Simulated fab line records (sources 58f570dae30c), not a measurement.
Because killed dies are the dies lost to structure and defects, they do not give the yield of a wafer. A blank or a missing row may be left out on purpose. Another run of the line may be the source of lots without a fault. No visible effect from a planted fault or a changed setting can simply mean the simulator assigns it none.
One fault through the eyes of 2 desks :: flow berkeley-cmos170 :: what lay behind the numbers comes last; until then each desk has only its own

TOOL OWNER'S DESK, litho-track-04
For each lot that ran on this tool, the mean over its sampled wafers that have a number, from the tool's own readings at UCB170_V2_PEB_10. If a lot's mean is further than 4 standard deviations from the usual mean, the lot is out of limits and carries the mark OUT (the distance appears in the brackets).
Columns: A = heater-power-total-W at UCB170_V2_PEB_10, usual 56.80 W; B = plate-temp-C at UCB170_V2_PEB_10, usual 129.98 C
lot: L729
first seen here: day 8 22:05
A: 56.84
B: 129.97

lot: L726
first seen here: day 9 02:50
A: 56.83
B: 130.02

lot: L732
first seen here: day 9 11:43
A: 56.79
B: 130.03

lot: L731
first seen here: day 9 12:37
A: 56.81
B: 129.82

lot: L733
first seen here: day 9 23:05
A: 56.77
B: 129.86

lot: L735
first seen here: day 10 13:18
A: 56.80
B: 129.88

lot: L737
first seen here: day 10 17:23
A: 56.80
B: 130.00

lot: L738
first seen here: day 10 17:41
A: 56.09 (-16) OUT
B: 128.79 (-9.1) OUT

lot: L743
first seen here: day 11 20:42
A: 56.14 (-15) OUT
B: 128.76 (-9.4) OUT
This desk's finding: out of limits on L738, L743; first on L738, day 10 17:41 (heater-power-total-W at UCB170_V2_PEB_10). L729, L726, L732, L731, L733, L735, L737 stayed within limits.

AT THE METROLOGY DESK
Means of the sampled wafers that have a number, per lot and without regard to the tool the lot ran on: this is what the gauges read. If a lot's mean is further than 4 standard deviations from the usual mean, the lot is out of limits and carries the mark OUT (the distance appears in the brackets).
Columns: A = M2_AL_RS at UCB170_M2_RS_MEAS_02, usual 0.0330 ohm/sq; B = cd-nm at UCB170_V2_CD_MEAS_12, usual 699.9 nm
lot: L724
first seen here: day 8 06:09
A: 0.0336
B: 697.4

lot: L729
first seen here: day 8 15:56
A: 0.0329
B: 701.6

lot: L726
first seen here: day 8 16:19
A: 0.0331
B: 701.2

lot: L730
first seen here: day 9 04:59
A: 0.0328
B: 697.8

lot: L732
first seen here: day 9 05:15
A: 0.0329
B: 699.1

lot: L727
first seen here: day 9 07:11
A: 0.0330
B: 699.9

lot: L731
first seen here: day 9 07:22
A: 0.0328
B: 698.7

lot: L733
first seen here: day 9 18:41
A: 0.0337
B: 701.1

lot: L735
first seen here: day 10 07:48
A: 0.0327
B: 700.3

lot: L736
first seen here: day 10 08:05
A: 0.0329
B: 699.7

lot: L737
first seen here: day 10 12:40
A: 0.0333
B: 701.9

lot: L738
first seen here: day 10 12:53
A: 0.0325
B: 691.3 (-5.8) OUT

lot: L744
first seen here: day 11 14:52
A: 0.0328
B: 698.7

lot: L743
first seen here: day 11 16:45
A: 0.0333
B: 693.2 (-4.4) OUT
This desk's finding: out of limits on L738, L743; first on L738, day 10 17:58 (cd-nm at UCB170_V2_CD_MEAS_12). L724, L729, L726, L730, L732, L727, L731, L733, L735, L736, L737, L744 stayed within limits.

TAKEN TOGETHER
At day 10 17:41, on L738, L743, the tool owner's desk was in a position to raise an alarm.
On L738, L743, the metrology desk was in a position to raise an alarm at day 10 17:58.
Every lot named ran UCB170_V2_PEB_10 on litho-track-04.

WHAT HAD BEEN PUT IN BY THE SIMULATOR
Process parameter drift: litho-track-04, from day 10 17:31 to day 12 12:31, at UCB170_V2_PEB_10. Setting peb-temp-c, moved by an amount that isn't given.
Shown lots that were struck: L738, L743.
Time in hours from fault onset to the first out-of-limits reading at each desk: tool owner's desk 0, metrology desk 0.
